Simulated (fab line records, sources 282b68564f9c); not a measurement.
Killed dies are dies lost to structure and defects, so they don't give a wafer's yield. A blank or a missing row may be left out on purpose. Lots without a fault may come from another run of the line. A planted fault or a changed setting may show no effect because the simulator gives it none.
fab line records | flow rit_cmos
record lots=7 wafers=21 last_day=7
route steps=202 shown PLDD@159 NLDD@160 SILICIDE@161 CONTACT@168 M1@202
lots that met no fault: from a run of the same line without faults
start_h: hours from the record's first day to the start of the lot's first wafer shown | wait_h: hours since the lot's step before | " the same as in the row above | L1.1+2: a row that stands for several wafers | - no value, or no start given | * or withheld: withheld | < > ~ a bound
route shown NAME@n: a module of which the file shows steps, and the number in the route of the first | usual: mean/standard deviation of fault-free wafers | same: alike in all rows | chamber/n: place in a boat | sites: the reading at each site | _std_site: their standard deviation | _edge_site: outer sites' mean less inner sites' | radius_mm: how far each site lies from the wafer's centre | mask NAME#n: copy n | behind: the tool/chamber that last shaped the wafer | hold: why the lot was held/for how many hours/how that ended | device: the transistor (n, p or np) that didn't switch | end of line: the same wafers' tests at the end of the route | a step without rows: its recipe alone | killed: dies lost to structure and defects at the first sort, not the wafer's yield | map: a wafer's dies, x killed, . not, _ none there
set.NAME: the setting as run; set.NAME@STEP: as run at that earlier step | model.NAME: the simulator's own value behind a step, which no gauge read
lots at some steps of the route; a table a step, a row a wafer
services: from which hour (start_h, from the record's first day; less than 0 if before it) a tool's chamber was out of use, for how many hours, and why
## steps
# step RIT_SDANNEAL_RS_MEAS_06
# recipe thk_meas_gauge=four-point-probe
# usual PLDD_RS=178.7/0.47
# columns lot.wafer tool chamber start_h wait_h PLDD_RS[ohm/sq]
L462.2 film_metro-02 - 84.74 0.1 177.8
L462.3 " - " " 178.6
L462.6 " - " " 177.8
L463.3 film_metro-04 - 95.62 0.1 178.6
L463.4 " - " " 178.9
L463.6 " - " " 178.9
L464.2 film_metro-02 - 97.69 0.1 178.6
L464.3 " - " " 179.3
L464.4 " - " " 179.1
L465.2 film_metro-04 - 102.64 0.1 179.2
L465.4 " - " " 179.2
L465.6 " - " " 179.1
L470.1 film_metro-02 - 132.46 0.1 178.4
L470.3 " - " " 178.6
L470.5 " - " " 178.7
L475.2 film_metro-04 - 164.84 0.1 178.9
L475.5 " - " " 179.5
L475.6 " - " " 178.7
L476.1 film_metro-04 - 166.86 0.1 179.1
L476.2 " - " " 179.2
L476.3 " - " " 179.3
# step RIT_SDANNEAL_RS_MEAS_07
# recipe thk_meas_gauge=four-point-probe
# usual NLDD_RS=150.8/0.48
# columns lot.wafer tool chamber start_h wait_h NLDD_RS[ohm/sq]
L462.2 film_metro-02 - 84.86 0.1 151.0
L462.3 " - " " 151.1
L462.6 " - " " 150.5
L463.3 film_metro-04 - 95.74 0.1 151.6
L463.4 " - " " 151.6
L463.6 " - " " 150.3
L464.2 film_metro-02 - 97.81 0.1 151.0
L464.3 " - " " 151.0
L464.4 " - " " 151.1
L465.2 film_metro-04 - 102.76 0.1 150.3
L465.4 " - " " 150.8
L465.6 " - " " 150.1
L470.1 film_metro-02 - 132.58 0.1 150.1
L470.3 " - " " 149.8
L470.5 " - " " 150.1
L475.2 film_metro-04 - 164.96 0.1 151.7
L475.5 " - " " 151.9
L475.6 " - " " 151.3
L476.1 film_metro-04 - 166.98 0.1 150.9
L476.2 " - " " 150.3
L476.3 " - " " 150.8
# step RIT_SILICIDE_WET_ETCH_00
# recipe chemistry=BOE target=SiO2 target_depth_nm=14 time_s=15 dry=n2_spin dilution=10:1 temp_c=21.5
# step RIT_SILICIDE_SPUTTER_01
# recipe material=Ti target_thk_nm=30 power_w=350 chamber_pressure_pa=0.667 gas=Ar time_s=246.8 substrate_temp_c=25
# usual throttle_valve_pct=29.9/0.62
# columns lot.wafer tool chamber start_h wait_h throttle_valve_pct
L462.2 pvd_sputter-03 - 84.97 0.0 29.2
L462.3 " - " " 29.5
L462.6 " - " " 29.7
L463.3 pvd_sputter-03 - 95.85 0.0 29.3
L463.4 " - " " 28.7
L463.6 " - " " 29.9
L464.2 pvd_sputter-04 - 97.92 0.0 30.2
L464.3 " - " " 30.0
L464.4 " - " " 30.0
L465.2 pvd_sputter-03 - 102.87 0.0 29.7
L465.4 " - " " 30.0
L465.6 " - " " 29.4
L470.1 pvd_sputter-03 - 132.72 0.0 30.0
L470.3 " - " " 29.5
L470.5 " - " " 29.3
L475.2 pvd_sputter-04 - 165.07 0.0 31.1
L475.5 " - " " 30.1
L475.6 " - " " 30.4
L476.1 pvd_sputter-03 - 167.11 0.0 30.0
L476.2 " - " " 29.5
L476.3 " - " " 28.8
# step RIT_SILICIDE_RS_MEAS_02
# recipe thk_meas_gauge=four-point-probe reads=Ti_of_SILICIDE_SPUTTER_01
# usual SILICIDE_TI_RS=46.2/0.58
# columns lot.wafer tool chamber start_h wait_h SILICIDE_TI_RS[ohm/sq]
L462.2 film_metro-04 - 85.14 0.1 46.7
L462.3 " - " " 46.9
L462.6 " - " " 46.9
L463.3 film_metro-02 - 96.04 0.1 46.2
L463.4 " - " " 45.8
L463.6 " - " " 45.8
L464.2 film_metro-03 - 98.09 0.1 45.6
L464.3 " - " " 45.8
L464.4 " - " " 46.3
L465.2 film_metro-02 - 103.04 0.1 45.9
L465.4 " - " " 46.5
L465.6 " - " " 46.1
L470.1 film_metro-02 - 132.87 0.1 46.6
L470.3 " - " " 45.8
L470.5 " - " " 46.2
L475.2 film_metro-02 - 165.24 0.1 45.9
L475.5 " - " " 46.2
L475.6 " - " " 45.3
L476.1 film_metro-03 - 167.26 0.1 46.6
L476.2 " - " " 45.8
L476.3 " - " " 45.7
# step RIT_SILICIDE_THK_MEAS_03
# recipe thk_meas_gauge=xrf reads=Ti_of_SILICIDE_SPUTTER_01
# usual SILICIDE_TI_THK=30.7/0.34
# columns lot.wafer tool chamber start_h wait_h SILICIDE_TI_THK[nm]
L462.2 film_metro-04 - 85.25 0.1 30.2
L462.3 " - " " 30.1
L462.6 " - " " 30.2
L463.3 film_metro-02 - 96.14 0.1 30.6
L463.4 " - " " 30.7
L463.6 " - " " 30.8
L464.2 film_metro-03 - 98.20 0.1 31.1
L464.3 " - " " 30.9
L464.4 " - " " 30.5
L465.2 film_metro-02 - 103.15 0.1 30.6
L465.4 " - " " 30.4
L465.6 " - " " 30.6
L470.1 film_metro-02 - 132.99 0.1 30.5
L470.3 " - " " 31.1
L470.5 " - " " 30.7
L475.2 film_metro-02 - 165.35 0.1 31.0
L475.5 " - " " 30.8
L475.6 " - " " 31.0
L476.1 film_metro-03 - 167.38 0.1 30.4
L476.2 " - " " 31.0
L476.3 " - " " 31.1
# step RIT_SILICIDE_RTA_04
# recipe temp_c=650 time_s=10 idle_temp_c=25 ramp_up_s=5 ramp_down_s=5 cool_to_c=25 ambient=N2
# usual wafer_temp_C_max=652.9/1
# columns lot.wafer tool chamber start_h wait_h wafer_temp_C_max
L462.2 rtp_anneal-01 0 85.32 0.1 652.0
L462.3 " 0 " " 652.1
L462.6 " 0 " " 652.0
L463.3 rtp_anneal-02 0 96.20 0.1 654.5
L463.4 " 0 " " 654.8
L463.6 " 0 " " 654.0
L464.2 rtp_anneal-01 0 98.26 0.1 652.1
L464.3 " 0 " " 652.0
L464.4 " 0 " " 652.1
L465.2 rtp_anneal-02 0 103.21 0.1 653.4
L465.4 " 0 " " 653.8
L465.6 " 0 " " 653.8
L470.1 rtp_anneal-01 0 133.05 0.1 652.1
L470.3 " 0 " " 651.9
L470.5 " 0 " " 651.8
L475.2 rtp_anneal-02 0 165.41 0.1 654.3
L475.5 " 0 " " 654.8
L475.6 " 0 " " 654.1
L476.1 rtp_anneal-01 0 167.44 0.1 652.3
L476.2 " 0 " " 652.6
L476.3 " 0 " " 652.1
# step RIT_SILICIDE_WET_ETCH_05
# recipe chemistry=SPM target=Ti temp_c=90 time_s=120 dry=n2_spin
# step RIT_SILICIDE_RTA_06
# recipe temp_c=750 time_s=10 idle_temp_c=25 ramp_up_s=5 ramp_down_s=10 cool_to_c=25 ambient=N2
# usual wafer_temp_C_max=753.1/1.2
# columns lot.wafer tool chamber start_h wait_h wafer_temp_C_max
L462.2 rtp_anneal-02 0 85.42 0.0 754.5
L462.3 " 0 " " 754.3
L462.6 " 0 " " 755.0
L463.3 rtp_anneal-01 0 96.35 0.0 752.0
L463.4 " 0 " " 751.4
L463.6 " 0 " " 751.3
L464.2 rtp_anneal-02 0 98.38 0.0 753.3
L464.3 " 0 " " 754.6
L464.4 " 0 " " 755.1
L465.2 rtp_anneal-01 0 103.32 0.0 751.7
L465.4 " 0 " " 752.0
L465.6 " 0 " " 751.8
L470.1 rtp_anneal-02 0 133.16 0.0 754.0
L470.3 " 0 " " 753.9
L470.5 " 0 " " 754.4
L475.2 rtp_anneal-01 0 165.52 0.0 751.5
L475.5 " 0 " " 752.1
L475.6 " 0 " " 752.5
L476.1 rtp_anneal-02 0 167.55 0.0 754.8
L476.2 " 0 " " 753.5
L476.3 " 0 " " 754.4
# step RIT_CONTACT_CVD_00
# recipe material=SiO2 target_thk_nm=400 precursor=TEOS temp_c=390 time_s=61 rf_w=400
# usual heater_power_w=330/59 susceptor_temp_C=390.04/0.21
# columns lot.wafer tool chamber start_h wait_h heater_power_w susceptor_temp_C
L462.2 pecvd-03 0 85.48 0.0 379 390.08
L462.3 " 2 " " 311 389.90
L462.6 " 2 " " 233 389.83
L463.3 pecvd-04 2 96.39 0.0 332 390.04
L463.4 " 1 " " 297 390.18
L463.6 " 0 " " 216 390.12
L464.2 pecvd-02 2 98.43 0.0 360 390.07
L464.3 " 1 " " 329 389.77
L464.4 " 0 " " 395 390.25
L465.2 pecvd-03 2 103.37 0.0 245 390.07
L465.4 " 2 " " 257 390.31
L465.6 " 1 " " 403 390.00
L470.1 pecvd-02 0 133.22 0.1 404 389.74
L470.3 " 1 " " 369 389.98
L470.5 " 0 " " 408 389.91
L475.2 pecvd-04 2 165.58 0.0 261 389.83
L475.5 " 0 " " 187 390.14
L475.6 " 1 " " 360 390.02
L476.1 pecvd-02 1 167.61 0.1 297 389.72
L476.2 " 2 " " 368 390.05
L476.3 " 0 " " 375 390.30
# step RIT_CONTACT_THK_MEAS_01
# recipe reads=SiO2_of_CONTACT_CVD_00
# usual CONTACT_TEOS_THK=400/5.2
# columns lot.wafer tool chamber start_h wait_h CONTACT_TEOS_THK[nm]
L462.2 film_metro-01 - 85.54 0.0 400
L462.3 " - " " 397
L462.6 " - " " 400
L463.3 film_metro-03 - 96.47 0.0 395
L463.4 " - " " 404
L463.6 " - " " 405
L464.2 film_metro-01 - 98.49 0.0 399
L464.3 " - " " 403
L464.4 " - " " 404
L465.2 film_metro-01 - 103.46 0.1 391
L465.4 " - " " 399
L465.6 " - " " 393
L470.1 film_metro-01 - 133.28 0.0 398
L470.3 " - " " 394
L470.5 " - " " 404
L475.2 film_metro-01 - 165.64 0.0 393
L475.5 " - " " 401
L475.6 " - " " 399
L476.1 film_metro-01 - 167.66 0.0 396
L476.2 " - " " 401
L476.3 " - " " 400
# step RIT_CONTACT_HMDS_02
# recipe prime_time_s=60 prime_temp_c=140
# step RIT_CONTACT_COAT_03
# recipe resist=NOVOLAK spin_rpm=3250 resist_thk_nm=1000
# usual chill_plate_temp_C=23.02/0.11 dispense_pressure_kPa=51/7
# columns lot.wafer tool chamber start_h wait_h chill_plate_temp_C dispense_pressure_kPa
L462.2 litho_track-04 0 85.80 0.1 22.98 48
L462.3 " 0 " " 23.10 48
L462.6 " 0 " " 22.85 48
L463.3 litho_track-04 - 96.71 0.1 - -
L463.4 " - " " - -
L463.6 " - " " - -
L464.2 litho_track-03 - 98.72 0.1 - -
L464.3 " - " " - -
L464.4 " - " " - -
L465.2 litho_track-02 - 103.68 0.1 - -
L465.4 " - " " - -
L465.6 " - " " - -
L470.1 litho_track-03 0 133.49 0.1 23.04 59
L470.3 " 0 " " 22.98 59
L470.5 " 0 " " 22.87 59
L475.2 litho_track-03 0 165.86 0.1 22.84 59
L475.5 " 0 " " 22.84 59
L475.6 " 0 " " 23.03 59
L476.1 litho_track-03 0 167.87 0.1 23.13 59
L476.2 " 0 " " 23.08 59
L476.3 " 0 " " 23.09 59
# step RIT_CONTACT_SOFTBAKE_04
# recipe resist=NOVOLAK temp_c=90 time_s=60
# step RIT_CONTACT_EXPOSE_05
# recipe mask_id=M11 na=0.6 source_shape=conventional sigma_outer=0.5 target_cd_nm=1000 dose_mj=247.6
# step RIT_CONTACT_PEB_06
# recipe resist=NOVOLAK temp_c=withheld time_s=withheld
# step RIT_CONTACT_DEVELOP_07
# recipe resist=NOVOLAK develop_time_s=120 dev_temp_c=23
# step RIT_CONTACT_CD_MEAS_08
# recipe target_cd_nm=1000
# usual cd_nm=1000.0/2.6
# columns lot.wafer tool chamber start_h wait_h cd_nm
L462.2 cd_sem-01 - 86.73 - 997.7
L462.3 " - " " 997.4
L462.6 " - " " 998.6
L463.3 cd_sem-02 - 97.51 - -
L463.4 " - " " -
L463.6 " - " " -
L464.2 cd_sem-01 - 99.66 - -
L464.3 " - " " -
L464.4 " - " " -
L465.2 cd_sem-01 - 106.96 - -
L465.4 " - " " -
L465.6 " - " " -
L470.1 cd_sem-02 - 134.43 - 998.9
L470.3 " - " " 997.9
L470.5 " - " " 997.5
L475.2 cd_sem-01 - 166.80 - 997.5
L475.5 " - " " 1000.1
L475.6 " - " " 998.3
L476.1 cd_sem-01 - 168.69 - 999.6
L476.2 " - " " 997.9
L476.3 " - " " 996.8
# step RIT_CONTACT_OVL_MEAS_09
# usual CONTACT_OVL=0.9/1.3
# columns lot.wafer tool chamber start_h wait_h CONTACT_OVL[nm]
L462.2 overlay-01 - 86.84 0.1 1.4
L462.3 " - " " -1.6
L462.6 " - " " 1.8
L463.3 overlay-02 - 97.60 0.1 -
L463.4 " - " " -
L463.6 " - " " -
L464.2 overlay-01 - 99.76 0.1 -
L464.3 " - " " -
L464.4 " - " " -
L465.2 overlay-01 - 107.07 0.1 -
L465.4 " - " " -
L465.6 " - " " -
L470.1 overlay-02 - 134.55 0.1 3.1
L470.3 " - " " 3.4
L470.5 " - " " 3.0
L475.2 overlay-01 - 166.91 0.1 0.6
L475.5 " - " " 2.5
L475.6 " - " " 1.6
L476.1 overlay-01 - 168.81 0.1 0.4
L476.2 " - " " 1.0
L476.3 " - " " 0.7
# step RIT_M1_PROBE_99
# usual killed_at_contacts=0.0/0.2 killed_at_front_end=7.0/2.8 killed_dies=7.0/2.8 killed_on_rim=2.0/1.4 killed_open=3.4/1.9 killed_short=3.6/2
# same gross_dies=264 killed_at_M0_to_M3=0 killed_at_M4_up=0 killed_at_back_side=0 killed_at_other=0
# columns lot.wafer tool chamber start_h wait_h killed_at_contacts killed_at_front_end killed_dies killed_on_rim killed_open killed_short
L462.2 prober-02 - 92.23 0.1 0 3 3 0 1 2
L462.3 prober-02 - 92.28 0.2 0 4 4 0 4 0
L462.6 prober-02 - 92.43 0.2 0 9 9 4 2 7
L463.3 prober-01 - 103.06 0.2 262 2 264 70 2 0
L463.4 prober-01 - 103.11 0.2 257 7 264 70 4 4
L463.6 prober-01 - 103.21 0.2 263 1 264 70 0 1
L464.2 prober-02 - 104.97 0.1 259 5 264 70 3 2
L464.3 prober-02 - 105.02 0.2 257 7 264 70 3 4
L464.4 prober-02 - 105.07 0.2 255 9 264 70 5 4
L465.2 prober-01 - 112.27 0.1 251 13 264 70 7 6
L465.4 prober-01 - 112.37 0.2 256 8 264 70 7 1
L465.6 prober-01 - 112.47 0.2 257 7 264 70 3 4
L470.1 prober-02 - 139.60 0.1 0 9 9 2 4 5
L470.3 prober-02 - 139.70 0.2 0 6 6 1 0 6
L470.5 prober-02 - 139.80 0.2 0 4 4 2 2 2
L475.2 prober-01 - 172.02 0.1 0 7 7 3 3 4
L475.5 prober-01 - 172.17 0.2 0 6 6 2 2 4
L475.6 prober-01 - 172.22 0.2 0 4 4 1 2 2
L476.1 prober-02 - 174.11 0.1 0 6 6 0 4 2
L476.2 prober-02 - 174.16 0.1 0 10 10 2 5 5
L476.3 prober-02 - 174.21 0.2 0 11 11 4 6 5
# killed by level:class
L462.2 GATE:geometric_particle:short=2 FOX2:geometric_particle:open=1
L462.3 GATE:geometric_particle:open=2 REOX:geometric_particle:open=1 SPACER:geometric_particle:open=1
L462.6 SPACER:geometric_particle:open=2 FOX2:geometric_particle:short=2 GATE:geometric_particle:short=2 SILICIDE:geometric_particle:short=2 REOX:geometric_particle:short=1
L463.3 CONTACT:area_expose=262 REOX:geometric_particle:open=1 SILICIDE:geometric_particle:open=1
L463.4 CONTACT:area_expose=256 GATE:geometric_particle:short=2 FOX1:geometric_particle:short=1 GATE:geometric_particle:open=1 REOX:geometric_particle:open=1 SPACER:geometric_particle:open=1 SILICIDE:geometric_particle:open=1 CONTACT:geometric_particle:short=1
L463.6 CONTACT:area_expose=263 FOX1:geometric_particle:short=1
L464.2 CONTACT:area_expose=259 GATE:geometric_particle:open=2 FOX1:geometric_particle:open=1 GATE:geometric_particle:short=1 REOX:geometric_particle:short=1
L464.3 CONTACT:area_expose=257 SILICIDE:geometric_particle:short=3 FOX1:geometric_particle:open=1 GATE:geometric_particle:open=1 SPACER:geometric_particle:open=1 SPACER:geometric_particle:short=1
L464.4 CONTACT:area_expose=255 GATE:geometric_particle:short=3 GATE:geometric_particle:open=3 REOX:geometric_particle:open=1 SPACER:geometric_particle:short=1 SPACER:geometric_particle:open=1
L465.2 CONTACT:area_expose=251 FOX2:geometric_particle:open=3 GATE:geometric_particle:short=2 GATE:geometric_particle:open=2 REOX:geometric_particle:short=2 FOX2:geometric_particle:short=1 SPACER:geometric_particle:open=1 SILICIDE:geometric_particle:short=1
L465.4 CONTACT:area_expose=256 GATE:geometric_particle:open=3 SILICIDE:geometric_particle:open=3 FOX2:geometric_particle:open=1 REOX:geometric_particle:short=1
L465.6 CONTACT:area_expose=257 SILICIDE:geometric_particle:open=2 SILICIDE:geometric_particle:short=2 GATE:geometric_particle:short=1 REOX:geometric_particle:short=1 SPACER:geometric_particle:open=1
L470.1 SPACER:geometric_particle:short=2 SILICIDE:geometric_particle:short=2 ACTIVE:geometric_particle:open=1 FOX1:geometric_particle:open=1 FOX2:geometric_particle:short=1 GATE:geometric_particle:open=1 REOX:geometric_particle:open=1
L470.3 GATE:geometric_particle:short=3 ACTIVE:geometric_particle:short=1 REOX:geometric_particle:short=1 SPACER:geometric_particle:short=1
L470.5 GATE:geometric_particle:open=2 GATE:geometric_particle:short=1 SPACER:geometric_particle:short=1
L475.2 GATE:geometric_particle:short=3 GATE:geometric_particle:open=3 SILICIDE:geometric_particle:short=1
L475.5 GATE:geometric_particle:short=2 FOX1:geometric_particle:short=1 FOX1:geometric_particle:open=1 REOX:geometric_particle:open=1 REOX:geometric_particle:short=1
L475.6 GATE:geometric_particle:open=2 GATE:geometric_particle:short=1 SILICIDE:geometric_particle:short=1
L476.1 REOX:geometric_particle:open=3 GATE:geometric_particle:short=1 GATE:geometric_particle:open=1 SPACER:geometric_particle:short=1
L476.2 GATE:geometric_particle:open=3 GATE:geometric_particle:short=3 FOX1:geometric_particle:open=1 REOX:geometric_particle:short=1 REOX:geometric_particle:open=1 SILICIDE:geometric_particle:short=1
L476.3 GATE:geometric_particle:short=5 GATE:geometric_particle:open=3 FOX1:geometric_particle:open=2 REOX:geometric_particle:open=1
# map L463.3 (x killed, . not)
________xxxxxxx_______
_____xxxxxxxxxxxxx____
____xxxxxxxxxxxxxxx___
___xxxxxxxxxxxxxxxxx__
__xxxxxxxxxxxxxxxxxxx_
__xxxxxxxxxxxxxxxxxxx_
_xxxxxxxxxxxxxxxxxxxxx
_xxxxxxxxxxxxxxxxxxxxx
_xxxxxxxxxxxxxxxxxxxxx
_xxxxxxxxxxxxxxxxxxxxx
__xxxxxxxxxxxxxxxxxxx_
__xxxxxxxxxxxxxxxxxxx_
___xxxxxxxxxxxxxxxxx__
____xxxxxxxxxxxxxxx___
_____xxxxxxxxxxxxx____
________xxxxxxx_______
# map L464.2 (x killed, . not)
________xxxxxxx_______
_____xxxxxxxxxxxxx____
____xxxxxxxxxxxxxxx___
___xxxxxxxxxxxxxxxxx__
__xxxxxxxxxxxxxxxxxxx_
__xxxxxxxxxxxxxxxxxxx_
_xxxxxxxxxxxxxxxxxxxxx
_xxxxxxxxxxxxxxxxxxxxx
_xxxxxxxxxxxxxxxxxxxxx
_xxxxxxxxxxxxxxxxxxxxx
__xxxxxxxxxxxxxxxxxxx_
__xxxxxxxxxxxxxxxxxxx_
___xxxxxxxxxxxxxxxxx__
____xxxxxxxxxxxxxxx___
_____xxxxxxxxxxxxx____
________xxxxxxx_______
## services
# columns tool chamber start_h hours kind
pecvd-04 - 89.79 1.3 repair
pvd_sputter-03 - 97.94 0.5 repair
pecvd-03 0 101.72 5.6 repair
pecvd-02 - 104.53 1.4 repair
pecvd-04 1 138.03 4.2 repair
## key
first_sign step=RIT_CONTACT_COAT_03 reading=tool_record direction=missing
effect step=RIT_CONTACT_CD_MEAS_08 reading=cd_nm direction=missing
effect step=RIT_CONTACT_OVL_MEAS_09 reading=CONTACT_OVL direction=missing
effect step=RIT_M1_PROBE_99 reading=killed_at_contacts direction=up sigmas=99+ usual=0.0 struck=257.4
more_kills_born_at RIT_CONTACT_EXPOSE_05@iline_stepper-02=1545 RIT_CONTACT_EXPOSE_05@iline_stepper-01=771
met_at RIT_CONTACT_COAT_03
struck_wafers L463.3,L463.4,L463.6,L464.2,L464.3,L464.4,L465.2,L465.4,L465.6
later_rows_left_out L463.3,L463.4,L463.6,L464.2,L464.3,L464.4,L465.2,L465.4,L465.6
tester_left_out L463,L464,L465
onset_between 85.80 96.71
fault kind=skipped_step_whole tool=litho_track-02,litho_track-03,litho_track-04 chamber=- onset_h=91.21 steps=RIT_CONTACT_COAT_03 scope=struck_lots_only
# tester_left_out: of these lots the tester's yield and bins aren't shown, on N5 and GAA mostly nor the transistor test; their killed dies are dies lost to structure and defects alone, not to doping, threshold or leakage, so they don't give the yield
# later_rows_left_out: the simulator's readings of these wafers behind a module that went badly wrong aren't trusted and aren't shown, but for the sort
